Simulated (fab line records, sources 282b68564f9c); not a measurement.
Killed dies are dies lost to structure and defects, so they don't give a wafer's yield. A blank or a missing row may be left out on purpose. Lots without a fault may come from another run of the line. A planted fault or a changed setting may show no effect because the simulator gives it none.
Split-lot experiment | flow rit_cmos | 5 lots, 23 wafers read, on a route of 202 steps

THE SPLIT
At RIT_PLDD_IMPLANT_08, the setting dose_cm2 was moved away from the recipe's 9e+14 on 11 of the 23 wafers read, by -5.8% to +3.9%. The other wafers ran this setting at the recipe's value.

FROM THE SPLIT TO THE READING: what the file shows between them, 9 steps
- RIT_PLDD_STRIP_09: strips in O2, time 180 s
- RIT_PLDD_TW_MEAS_10
- RIT_SPACER_CVD_03: deposits Si3N4 from SiH2Cl2/NH3, target thk 250 nm, time 3300 s (also split here: temp_c)
- RIT_SPACER_THK_MEAS_04
- RIT_SPACER_ETCHBACK_05: etches Si3N4 in SF6/CHF3, stops on SiO2, target depth 250 nm, time 240 s
- RIT_PSD_COAT_01: resist thk 1000 nm (also split here: spin_rpm)
- RIT_PSD_HARDBAKE_07: time 60 s (also split here: temp_c)
- RIT_SDANNEAL_CLEAN_02: cleans in SC2, time 600 s (also split here: time_s)
- RIT_SDANNEAL_RTA_03: time 5 s

THE READING
PLDD_RS, in ohm/sq, at RIT_SDANNEAL_RS_MEAS_06 (measures by four-point-probe). Fault-free wafers of this fab line usually give 178.3 ohm/sq, standard deviation 0.43 ohm/sq.

wafer  | tool, chamber at the split | dose_cm2 as run | against the recipe | PLDD_RS, ohm/sq | against lot-mates on the recipe
L074.1 | implanter-01, 0            | 9.347e+14       | +3.9%              | 175.3           | -3.0
L074.2 | implanter-01, 0            | 9.347e+14       | +3.9%              | 174.8           | -3.5
L074.4 | implanter-01, 0            | 9.347e+14       | +3.9%              | 175.4           | -2.9
L074.5 | implanter-01, 0            | 9e+14           | recipe             | 178.1           | -
L074.6 | implanter-01, 0            | 9e+14           | recipe             | 178.5           | -
L075.1 | implanter-01, 0            | 9e+14           | recipe             | 178.4           | -
L075.2 | implanter-01, 0            | 9e+14           | recipe             | 178.9           | -
L075.5 | implanter-01, 0            | 9e+14           | recipe             | 179.0           | -
L077.1 | implanter-01, 0            | 8.822e+14       | -2.0%              | 180.3           | +2.0
L077.2 | implanter-01, 0            | 8.822e+14       | -2.0%              | 180.6           | +2.3
L077.3 | implanter-01, 0            | 8.822e+14       | -2.0%              | 179.7           | +1.4
L077.4 | implanter-01, 0            | 9e+14           | recipe             | 178.7           | -
L077.6 | implanter-01, 0            | 9e+14           | recipe             | 177.9           | -
L084.1 | implanter-02, 0            | 9e+14           | recipe             | 177.9           | -
L084.2 | implanter-02, 0            | 9e+14           | recipe             | 178.0           | -
L084.4 | implanter-02, 0            | 9e+14           | recipe             | 178.3           | -
L084.5 | implanter-02, 0            | 8.498e+14       | -5.6%              | 183.6           | +5.5
L084.6 | implanter-02, 0            | 8.498e+14       | -5.6%              | 183.5           | +5.4
L085.1 | implanter-01, 0            | 9e+14           | recipe             | 177.5           | -
L085.2 | implanter-01, 0            | 8.479e+14       | -5.8%              | 183.1           | +5.4
L085.4 | implanter-01, 0            | 9e+14           | recipe             | 177.9           | -
L085.5 | implanter-01, 0            | 8.479e+14       | -5.8%              | 183.6           | +5.9
L085.6 | implanter-01, 0            | 8.479e+14       | -5.8%              | 183.9           | +6.2

THE FIT
A straight line over all 23 wafers: PLDD_RS changes by -0.892 ohm/sq for each +1% of dose_cm2; r = -0.99; the points scatter about the line by 0.42 ohm/sq.
The same after taking each lot's own level away (the mean of its wafers on the recipe; 23 wafers): -0.944 ohm/sq for each +1%; r = -0.99; scatter 0.35 ohm/sq.
On that fit, the largest move of dose_cm2 shifts the reading by 5.5 ohm/sq.
The lots' own levels span 177.70 to 178.77 ohm/sq, that is 2.5 times the standard deviation above.
So the lot-to-lot level changes the slope little: the two slopes agree.
Check: with one of the wafers moved furthest among these (-5.8%) left out of the fit, the line predicts +5.64 ohm/sq for it against its lot-mates. It came out at +5.4 ohm/sq against them.

OTHER SPLITS ON THESE WAFERS
These wafers also went through other splits before the reading. Each is held against what the fit with the lots' levels taken away leaves over:
other split on the same wafers | wafers away from the commonest value | r with PLDD_RS (lot level and that fit taken away)
RIT_NLDD_COAT_01 spin_rpm      | 4                                    | +0.17
RIT_SPACER_CVD_03 temp_c       | 15                                   | +0.32
RIT_PSD_COAT_01 spin_rpm       | 9                                    | +0.05
RIT_PSD_HARDBAKE_07 temp_c     | 6                                    | -0.05
RIT_SDANNEAL_CLEAN_02 time_s   | 18                                   | -0.22

THE WHOLE CHAIN: every reading that the file lists as answering this split, in the file's order
step                    | what it does                 | reading | change (the file's fit)            | r (the file's)
RIT_PLDD_TW_MEAS_10     |                              | PLDD_TW | +5.61 for each +1% of the setting  | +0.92
RIT_SDANNEAL_RS_MEAS_06 | measures by four-point-probe | PLDD_RS | -0.957 for each +1% of the setting | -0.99

THE FILE'S OWN FIT
PLDD_RS changes by -0.957 ohm/sq for each +1% of dose_cm2, r = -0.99.
